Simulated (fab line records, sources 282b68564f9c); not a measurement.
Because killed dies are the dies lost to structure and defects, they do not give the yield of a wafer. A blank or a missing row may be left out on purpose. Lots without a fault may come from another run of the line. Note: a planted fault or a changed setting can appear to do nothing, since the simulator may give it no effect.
fab line records    flow ritCmos
record lots=15  wafers=45  lastDay=7
route steps=202 shown GATE@89 SILICIDE@165 CONTACT@177 M1@202
lots with no fault: from the same line, run without faults
startH: hours from the record's opening day to when the first of the lot's shown wafers began    waitH: how many hours have passed since the lot's step before this one    " the same as in the row above    L1.1+2: a single row standing in for several wafers    - no value, or no start given    * or withheld: withheld    < > ~ a bound
route shown NAME@n: a module of which the file shows steps, and the number in the route of the first    usual: mean/standard deviation taken from wafers without a fault    same: alike in all rows    chamber/n: place in a boat    sites: per-site readings    _std_site: the values' standard deviation    _edge_site: inner sites' mean taken away from outer sites' mean    radiusMm: for every site, how far away it sits from the centre of the wafer    mask NAME#n: copy n    behind: the most recent tool/chamber to have shaped the wafer    hold: what put the lot on hold/how long, in hours/how the hold closed    device: the n, p or np transistor that did not switch    end of line: tests of these same wafers at the route's end    a step with no rows: only its recipe    killed: at the first sort, the dies lost to defects and structure; wafer yield is something else    map: dies across one wafer; x = killed, . = not, _ = none there
set.NAME: the run value of the setting; set.NAME@STEP: its run value at that earlier step    model.NAME: the simulator's own value behind a step, which no gauge read
route steps across a sampled set of lots; one table per step, one row per wafer
services: from which hour (startH, from the record's first day; less than 0 if before it) a tool's chamber was out of use, for how many hours, and why
## steps
# step RIT_GATE_EXPOSE_13
# recipe maskId=M6  na=0.6  sourceShape=conventional  sigmaOuter=0.6  targetCdNm=150  doseMj=380
lot.wafer   tool             chamber  startH  waitH  mask
L975.1+2+5  ilineStepper-01  0        35.85   0.1    M6#0
L976.1+3+4  ilineStepper-01  0        42.00   0.1    M6#0
L977.2+3+5  ilineStepper-01  0        49.57   0.1    M6#0
L978.4+5+6  ilineStepper-01  0        52.18   0.1    M6#0
L979.3+4+5  ilineStepper-02  0        57.11   0.3    M6#0
L980.1+3+5  ilineStepper-02  0        61.21   0.1    M6#0
L981.2+5+6  ilineStepper-02  0        66.55   0.1    M6#0
L982.3+4+5  ilineStepper-01  0        70.40   0.2    M6#0
L986.2+3+4  ilineStepper-01  0        90.83   0.2    M6#0
L987.1+3+6  ilineStepper-01  0        95.28   0.1    M6#0
L988.2+3+5  ilineStepper-02  0        102.72  0.2    M6#0
L990.1+4+6  ilineStepper-02  0        110.56  0.1    M6#0
L992.1+2+3  ilineStepper-01  0        122.77  0.3    M6#0
L993.1+5+6  ilineStepper-02  0        126.73  0.2    M6#0
L995.1+2+4  ilineStepper-02  0        138.25  0.2    M6#0
# step RIT_GATE_OVL_MEAS_17
# usual GATE_OVL=-0.4/1.2
lot.wafer  tool        chamber  startH  waitH  GATE_OVL[nm]
L975.1     overlay-01  -        36.37   0.1    0.0
L975.2     "           -        "       "      0.5
L975.5     "           -        "       "      -0.5
L976.1     overlay-01  -        42.52   0.1    -0.6
L976.3     "           -        "       "      0.5
L976.4     "           -        "       "      -0.9
L977.2     overlay-02  -        50.07   0.1    -1.8
L977.3     "           -        "       "      -0.9
L977.5     "           -        "       "      -0.1
L978.4     overlay-02  -        52.66   0.1    -2.2
L978.5     "           -        "       "      -1.3
L978.6     "           -        "       "      -1.2
L979.3     overlay-01  -        57.60   0.1    0.2
L979.4     "           -        "       "      -1.1
L979.5     "           -        "       "      -1.9
L980.1     overlay-01  -        61.82   0.1    1.1
L980.3     "           -        "       "      0.4
L980.5     "           -        "       "      2.5
L981.2     overlay-02  -        67.05   0.1    0.1
L981.5     "           -        "       "      1.1
L981.6     "           -        "       "      -0.9
L982.3     overlay-02  -        70.90   0.1    -0.2
L982.4     "           -        "       "      -1.7
L982.5     "           -        "       "      -3.5
L986.2     overlay-01  -        91.34   0.1    128.9
L986.3     "           -        "       "      128.2
L986.4     "           -        "       "      128.4
L987.1     overlay-01  -        95.80   0.1    129.1
L987.3     "           -        "       "      131.2
L987.6     "           -        "       "      131.2
L988.2     overlay-01  -        103.22  0.1    -1.0
L988.3     "           -        "       "      -1.6
L988.5     "           -        "       "      0.9
L990.1     overlay-02  -        111.08  0.1    -2.1
L990.4     "           -        "       "      0.8
L990.6     "           -        "       "      0.0
L992.1     overlay-01  -        123.29  0.1    131.6
L992.2     "           -        "       "      131.2
L992.3     "           -        "       "      131.4
L993.1     overlay-01  -        127.25  0.1    -0.4
L993.5     "           -        "       "      -2.3
L993.6     "           -        "       "      -1.3
L995.1     overlay-02  -        138.77  0.1    -1.1
L995.2     "           -        "       "      -1.7
L995.4     "           -        "       "      -1.9
# step RIT_SILICIDE_RTA_04
# recipe tempC=650  timeS=10  idleTempC=25  rampUpS=5  rampDownS=5  coolToC=25  ambient=N2
# usual wafer_temp_C_max=652.9/0.62
lot.wafer  tool          chamber  startH  waitH  wafer_temp_C_max
L975.1     rtpAnneal-02  0        49.89   0.1    653.5
L975.2     "             0        "       "      652.2
L975.5     "             0        "       "      653.0
L976.1     rtpAnneal-01  0        56.01   0.1    652.5
L976.3     "             0        "       "      652.8
L976.4     "             0        "       "      652.3
L977.2     rtpAnneal-02  0        63.68   0.1    652.9
L977.3     "             0        "       "      653.9
L977.5     "             0        "       "      652.1
L978.4     rtpAnneal-01  0        67.67   0.1    652.6
L978.5     "             0        "       "      652.9
L978.6     "             0        "       "      652.6
L979.3     rtpAnneal-02  0        71.33   0.1    652.7
L979.4     "             0        "       "      652.7
L979.5     "             0        "       "      654.0
L980.1     rtpAnneal-01  0        75.40   0.1    652.6
L980.3     "             0        "       "      652.2
L980.5     "             0        "       "      652.2
L981.2     rtpAnneal-02  0        80.75   0.1    652.8
L981.5     "             0        "       "      653.0
L981.6     "             0        "       "      652.4
L982.3     rtpAnneal-01  0        84.39   0.1    652.6
L982.4     "             0        "       "      653.2
L982.5     "             0        "       "      652.9
L986.2     rtpAnneal-01  0        104.92  0.1    652.4
L986.3     "             0        "       "      652.4
L986.4     "             0        "       "      653.1
L987.1     rtpAnneal-02  0        109.29  0.1    653.6
L987.3     "             0        "       "      654.3
L987.6     "             0        "       "      653.6
L988.2     rtpAnneal-01  0        116.55  0.1    653.0
L988.3     "             0        "       "      651.8
L988.5     "             0        "       "      653.0
L990.1     rtpAnneal-01  0        124.87  0.1    653.2
L990.4     "             0        "       "      652.7
L990.6     "             0        "       "      652.7
L992.1     rtpAnneal-01  0        136.65  0.1    653.0
L992.2     "             0        "       "      651.8
L992.3     "             0        "       "      652.6
L993.1     rtpAnneal-02  0        140.32  0.1    653.8
L993.5     "             0        "       "      653.5
L993.6     "             0        "       "      652.5
L995.1     rtpAnneal-02  0        152.02  0.1    652.8
L995.2     "             0        "       "      652.6
L995.4     "             0        "       "      653.6
# step RIT_CONTACT_OVL_MEAS_09
# usual CONTACT_OVL=-1.6/1.3
lot.wafer  tool        chamber  startH  waitH  CONTACT_OVL[nm]
L975.1     overlay-02  -        51.39   0.1    -1.4
L975.2     "           -        "       "      -0.6
L975.5     "           -        "       "      -1.8
L976.1     overlay-02  -        57.59   0.1    -0.9
L976.3     "           -        "       "      -2.1
L976.4     "           -        "       "      -1.6
L977.2     overlay-02  -        65.04   0.1    -5.2
L977.3     "           -        "       "      -4.5
L977.5     "           -        "       "      -4.1
L978.4     overlay-01  -        69.03   0.1    -1.1
L978.5     "           -        "       "      -0.4
L978.6     "           -        "       "      -2.5
L979.3     overlay-02  -        72.83   0.1    -0.5
L979.4     "           -        "       "      -0.5
L979.5     "           -        "       "      -1.7
L980.1     overlay-01  -        76.81   0.1    -2.7
L980.3     "           -        "       "      -2.1
L980.5     "           -        "       "      -2.7
L981.2     overlay-02  -        82.27   0.1    -1.8
L981.5     "           -        "       "      -1.5
L981.6     "           -        "       "      -1.8
L982.3     overlay-02  -        85.88   0.1    -2.1
L982.4     "           -        "       "      -1.5
L982.5     "           -        "       "      -3.0
L986.2     overlay-01  -        106.35  0.1    -3.3
L986.3     "           -        "       "      -3.0
L986.4     "           -        "       "      -3.2
L987.1     overlay-01  -        110.66  0.1    -0.8
L987.3     "           -        "       "      0.4
L987.6     "           -        "       "      -0.6
L988.2     overlay-01  -        118.04  0.1    -0.8
L988.3     "           -        "       "      -2.9
L988.5     "           -        "       "      -0.4
L990.1     overlay-02  -        126.25  0.1    -2.2
L990.4     "           -        "       "      -2.1
L990.6     "           -        "       "      -1.3
L992.1     overlay-02  -        138.11  0.1    -0.5
L992.2     "           -        "       "      -1.3
L992.3     "           -        "       "      0.1
L993.1     overlay-01  -        141.70  0.1    -2.5
L993.5     "           -        "       "      -4.1
L993.6     "           -        "       "      -2.6
L995.1     overlay-01  -        153.52  0.1    -0.2
L995.2     "           -        "       "      -1.2
L995.4     "           -        "       "      -1.1
# step RIT_CONTACT_STRIP_12
# recipe chemistry=O2  timeS=180  resist=NOVOLAK  platenTempC=withheld  powerW=500  pressureMtorr=4000  o2FlowSccm=4000
# usual drypumpMotorCurrentA=5.7/0.42
lot.wafer  tool            chamber  startH  waitH  drypumpMotorCurrentA  rfHoursCounterH
L975.1     plasmaAsher-03  1        51.77   0.1    5.4                   35
L975.2     "               0        "       "      5.4                   35
L975.5     "               1        "       "      5.4                   -
L976.1     plasmaAsher-01  1        57.97   0.1    6.0                   43
L976.3     "               0        "       "      6.0                   -
L976.4     "               1        "       "      6.0                   -
L977.2     plasmaAsher-04  0        65.42   0.1    6.3                   45
L977.3     "               0        "       "      6.3                   -
L977.5     "               0        "       "      6.3                   -
L978.4     plasmaAsher-01  0        69.46   0.2    6.0                   -
L978.5     "               1        "       "      6.1                   -
L978.6     "               0        "       "      6.0                   -
L979.3     plasmaAsher-04  0        73.25   0.2    6.3                   -
L979.4     "               1        "       "      4.9                   -
L979.5     "               0        "       "      6.3                   -
L980.1     plasmaAsher-04  1        77.19   0.1    4.9                   46
L980.3     "               0        "       "      6.3                   -
L980.5     "               0        "       "      6.3                   -
L981.2     plasmaAsher-01  1        82.64   0.1    6.0                   46
L981.5     "               0        "       "      5.9                   -
L981.6     "               1        "       "      6.0                   -
L982.3     plasmaAsher-01  1        86.30   0.2    6.0                   -
L982.4     "               0        "       "      6.0                   -
L982.5     "               1        "       "      6.0                   -
L986.2     plasmaAsher-04  0        106.72  0.1    6.3                   50
L986.3     "               1        "       "      4.9                   -
L986.4     "               0        "       "      6.3                   -
L987.1     plasmaAsher-01  1        111.05  0.1    6.1                   49
L987.3     "               1        "       "      6.0                   -
L987.6     "               0        "       "      6.0                   -
L988.2     plasmaAsher-03  0        118.42  0.1    5.4                   0
L988.3     "               0        "       "      5.4                   -
L988.5     "               1        "       "      5.4                   -
L990.1     plasmaAsher-01  1        126.63  0.1    6.0                   51
L990.4     "               1        "       "      6.0                   -
L990.6     "               1        "       "      6.1                   -
L992.1     plasmaAsher-04  0        138.49  0.1    6.3                   53
L992.2     "               1        "       "      4.8                   53
L992.3     "               0        "       "      6.3                   -
L993.1     plasmaAsher-01  1        142.08  0.1    6.0                   52
L993.5     "               1        "       "      6.0                   -
L993.6     "               0        "       "      6.0                   -
L995.1     plasmaAsher-01  0        153.90  0.1    6.0                   54
L995.2     "               1        "       "      6.0                   54
L995.4     "               0        "       "      5.9                   -
# step RIT_M1_PROBE_99
# usual killed_at_M0_to_M3=0.0/0.083  killedAtContacts=0.0/0.2  killedAtFrontEnd=7/3.1  killedDies=7/3.1  killedOpen=3.5/1.9  killedShort=3.6/2.1
# same grossDies=264  killed_at_M4_up=0  killedAtBackSide=0  killedAtOther=0
lot.wafer  tool       chamber  startH  waitH  killed_at_M0_to_M3  killedAtContacts  killedAtFrontEnd  killedDies  killedOpen  killedShort
L976.1     prober-01  -        62.77   0.1    0                   0                 5                 5           2           3
L976.3     prober-01  -        62.87   0.2    0                   0                 9                 9           3           6
L976.4     prober-01  -        62.92   0.2    0                   0                 4                 4           0           4
L977.2     prober-02  -        70.31   0.1    0                   0                 11                11          8           3
L977.3     prober-02  -        70.36   0.2    0                   0                 3                 3           1           2
L977.5     prober-02  -        70.46   0.2    0                   0                 4                 4           2           2
L979.3     prober-02  -        78.59   0.2    0                   0                 9                 9           6           3
L979.4     prober-02  -        78.64   0.2    0                   0                 4                 4           2           2
L979.5     prober-02  -        78.69   0.2    0                   0                 12                12          4           8
L987.1     prober-02  -        115.83  0.1    0                   0                 5                 5           2           3
L987.3     prober-02  -        115.93  0.2    0                   0                 6                 6           4           2
L987.6     prober-02  -        116.08  0.2    0                   0                 7                 7           5           2
L993.1     prober-02  -        148.67  0.1    0                   0                 9                 9           3           6
L993.5     prober-02  -        148.87  0.2    0                   0                 8                 8           3           5
L993.6     prober-02  -        148.92  0.2    0                   0                 11                11          5           6
L995.1     prober-02  -        159.84  0.1    0                   0                 9                 9           5           4
L995.2     prober-02  -        159.89  0.1    0                   0                 2                 2           2           0
L995.4     prober-02  -        159.99  0.2    0                   0                 3                 3           2           1
# killed by level:class
L976.1 GATE:geometricParticle:open=2 FOX1:geometricParticle:short=1 FOX2:geometricParticle:short=1 GATE:geometricParticle:short=1
L976.3 GATE:geometricParticle:short=5 GATE:geometricParticle:open=2 FOX1:geometricParticle:short=1 SILICIDE:geometricParticle:open=1
L976.4 FOX1:geometricParticle:short=2 REOX:geometricParticle:short=1 SPACER:geometricParticle:short=1
L977.2 GATE:geometricParticle:open=6 GATE:geometricParticle:short=3 FOX2:geometricParticle:open=2
L977.3 FOX2:geometricParticle:short=2 FOX2:geometricParticle:open=1
L977.5 GATE:geometricParticle:short=1 GATE:geometricParticle:open=1 REOX:geometricParticle:short=1 SILICIDE:geometricParticle:open=1
L979.3 GATE:geometricParticle:open=5 GATE:geometricParticle:short=2 FOX1:geometricParticle:short=1 SILICIDE:geometricParticle:open=1
L979.4 GATE:geometricParticle:open=2 GATE:geometricParticle:short=2
L979.5 GATE:geometricParticle:short=7 FOX1:geometricParticle:open=1 GATE:geometricParticle:open=1 REOX:geometricParticle:short=1 SPACER:geometricParticle:open=1 SILICIDE:geometricParticle:open=1
L987.1 FOX2:geometricParticle:short=1 GATE:geometricParticle:open=1 SPACER:geometricParticle:short=1 SILICIDE:geometricParticle:open=1 SILICIDE:geometricParticle:short=1
L987.3 FOX1:geometricParticle:short=1 GATE:geometricParticle:open=1 GATE:geometricParticle:short=1 REOX:geometricParticle:open=1 SPACER:geometricParticle:open=1 SILICIDE:geometricParticle:open=1
L987.6 FOX1:geometricParticle:open=2 FOX1:geometricParticle:short=1 FOX2:geometricParticle:open=1 GATE:geometricParticle:open=1 SPACER:geometricParticle:open=1 REOX:geometricParticle:short=1
L993.1 GATE:geometricParticle:short=4 FOX1:geometricParticle:open=1 REOX:geometricParticle:short=1 SPACER:geometricParticle:open=1 SILICIDE:geometricParticle:short=1 SILICIDE:geometricParticle:open=1
L993.5 GATE:geometricParticle:short=2 GATE:geometricParticle:open=2 FOX1:geometricParticle:open=1 REOX:geometricParticle:short=1 SPACER:geometricParticle:short=1 SILICIDE:geometricParticle:short=1
L993.6 GATE:geometricParticle:open=2 GATE:geometricParticle:short=2 SILICIDE:geometricParticle:short=2 ACTIVE:geometricParticle:open=1 FOX1:geometricParticle:open=1 REOX:geometricParticle:short=1 REOX:geometricParticle:open=1 SPACER:geometricParticle:short=1
L995.1 GATE:geometricParticle:open=4 GATE:geometricParticle:short=3 FOX2:geometricParticle:short=1 REOX:geometricParticle:open=1
L995.2 SPACER:geometricParticle:open=1 SILICIDE:geometricParticle:open=1
L995.4 FOX1:geometricParticle:open=1 SPACER:geometricParticle:open=1 SPACER:geometricParticle:short=1
## services
tool             chamber  startH  hours  kind
ilineStepper-02  -        14.64   4.4    pm
ilineStepper-01  -        19.16   4.4    pm
plasmaAsher-03   -        30.14   7.3    repair
ilineStepper-02  -        34.93   1.7    pm
plasmaAsher-01   -        60.14   2.8    pm
plasmaAsher-03   -        79.26   1.9    repair
ilineStepper-01  0        101.34  -      calibration
plasmaAsher-03   -        108.75  9.0    pm
plasmaAsher-03   0        108.75  9.0    ventCycle
plasmaAsher-03   1        108.75  9.0    ventCycle
plasmaAsher-03   0        117.75  -      clean
plasmaAsher-03   1        117.75  -      clean
plasmaAsher-03   -        133.45  1.9    repair
rtpAnneal-01     -        142.21  6.5    pm
ilineStepper-01  -        144.69  2.1    pm
ilineStepper-01  -        146.78  -      consumableReplace:lamp
## key
firstSign step=RIT_GATE_OVL_MEAS_17  reading=GATE_OVL  direction=up  sigmas=99+  usual=-0.4  struck=130.1
effect none on later readings
metAt RIT_GATE_EXPOSE_13
struckLots L986,L987,L992
testerLeftOut L986,L987,L992
notActingAt RIT_SILICIDE_RTA_04,RIT_CONTACT_OVL_MEAS_09,RIT_CONTACT_STRIP_12
onsetBetween 70.40 90.83
fault kind=scannerMatchingOverlay  tool=ilineStepper-01  chamber=-  onsetH=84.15  steps=RIT_GATE_EXPOSE_13  offset=130
# testerLeftOut: of these lots the tester's yield and bins aren't shown, on N5 and GAA mostly nor the transistor test; their killed dies are dies lost to structure and defects alone, not to doping, threshold or leakage, so they don't give the yield
